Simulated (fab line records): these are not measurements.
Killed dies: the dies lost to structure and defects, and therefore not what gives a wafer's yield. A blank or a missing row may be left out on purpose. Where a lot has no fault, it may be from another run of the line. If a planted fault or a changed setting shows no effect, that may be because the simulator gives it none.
Split-lot experiment -- flow rit cmos -- 5 lots, 23 wafers read, on a route of 202 steps

THE SPLIT ITSELF
At RIT_M1_DEVELOP_08 (develop time 68 s), the setting develop time s was moved away from the recipe's 68 s on 4 of the 23 wafers read, by +8.4% to +14.8%. For the rest of the wafers, this setting stayed at what the recipe calls for.

FROM THE SPLIT TO THE READING: what the file shows between them, 4 steps
- RIT_M1_CD_MEAS_09: target cd 2600 nm
- RIT_M1_METAL_ETCH_12: etches Al in Cl2/BCl3, stops on SiO2, time 165 s, target depth 600 nm (also split here: over etch frac)
- RIT_M1_STRIP_13: strips in nmp, time 600 s
- RIT_M1_STRIP_14: strips in O2, time 180 s

THE READING
cd nm (nm) at RIT_M1_CD_MEAS_90, where the cd target is 2600 nm. A value of 2598.9 nm with a standard deviation of 2.7 nm is what fault-free wafers of this fab line usually give.

wafer,"tool, chamber at the split","develop time s as run, s",against the recipe,"cd nm, nm",against lot-mates on the recipe
L074.1,"litho track-03, 0",68,recipe,2594.1,-
L074.2,"litho track-03, 0",68,recipe,2596.2,-
L074.4,"litho track-03, 0",68,recipe,2592.3,-
L076.1,"litho track-02, 0",68,recipe,2598.2,-
L076.2,"litho track-02, 0",73.69,+8.4%,2588.5,-10.3
L076.4,"litho track-02, 0",73.69,+8.4%,2592.7,-6.1
L076.5,"litho track-02, 0",68,recipe,2599.3,-
L076.6,"litho track-02, 0",68,recipe,2598.8,-
L078.1,"litho track-04, 0",68,recipe,2599.8,-
L078.2,"litho track-04, 0",68,recipe,2603.4,-
L078.3,"litho track-04, 0",68,recipe,2600.9,-
L078.4,"litho track-04, 0",68,recipe,2600.2,-
L078.5,"litho track-04, 0",68,recipe,2599.6,-
L084.1,"litho track-03, 0",78.04,+14.8%,2589.6,-13.7
L084.2,"litho track-03, 0",78.04,+14.8%,2592.5,-10.8
L084.4,"litho track-03, 0",68,recipe,2604.3,-
L084.5,"litho track-03, 0",68,recipe,2600.9,-
L084.6,"litho track-03, 0",68,recipe,2604.6,-
L085.1,"litho track-03, 0",68,recipe,2598.7,-
L085.2,"litho track-03, 0",68,recipe,2599.7,-
L085.3,"litho track-03, 0",68,recipe,2599.8,-
L085.5,"litho track-03, 0",68,recipe,2601.1,-
L085.6,"litho track-03, 0",68,recipe,2599.1,-

THE FIT
A straight line over all 23 wafers: cd nm changes by -0.683 nm for each +1% of develop time s; r = -0.72; the points scatter about the line by 3.1 nm.
The same after taking each lot's own level away (the mean of its wafers on the recipe; 23 wafers): -0.86 nm for each +1%; r = -0.94; scatter 1.5 nm.
That fit puts the effect of the largest move of develop time s on the reading at 13 nm.
Across the lots, their own levels run from 2594.20 to 2603.27 nm, a range of 3.4 times the standard deviation given above.
So the lot-to-lot level blurs the effect unless lot-mates are compared.
Check: with one of the wafers moved furthest among these (+14.8%) left out of the fit, the line predicts -12.2 nm for it against its lot-mates. It came out at -13.7 nm against them.

ADDITIONAL SPLITS CARRIED BY THESE WAFERS
Note: prior to the reading, these wafers also went through further splits. Each is held against what the fit with the lots' levels taken away leaves over:
other split on the same wafers,wafers away from the commonest value,r with cd nm (lot level and that fit taken away)
RIT_SPACER_CVD_03 time s,18,+0.11
RIT_NSD_COAT_01 resist thk nm,6,-0.11
RIT_SILICIDE_WET_ETCH_00 time s,5,-0.09
RIT_CONTACT_DEVELOP_07 develop time s,10,+0.10
RIT_M1_METAL_ETCH_12 over etch frac,4,-0.23

THE WHOLE CHAIN: every reading that the file lists as answering this split, in the file's order
step,what it does,reading,change (the file's fit),r (the file's)
RIT_M1_CD_MEAS_09,target cd 2600 nm,cd nm,-0.875 nm for each +1% of the setting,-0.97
RIT_M1_CD_MEAS_90,target cd 2600 nm,cd nm,-0.864 nm for each +1% of the setting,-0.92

THE FILE'S OWN FIT
cd nm changes by -0.864 nm for each +1% of develop time s, r = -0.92.
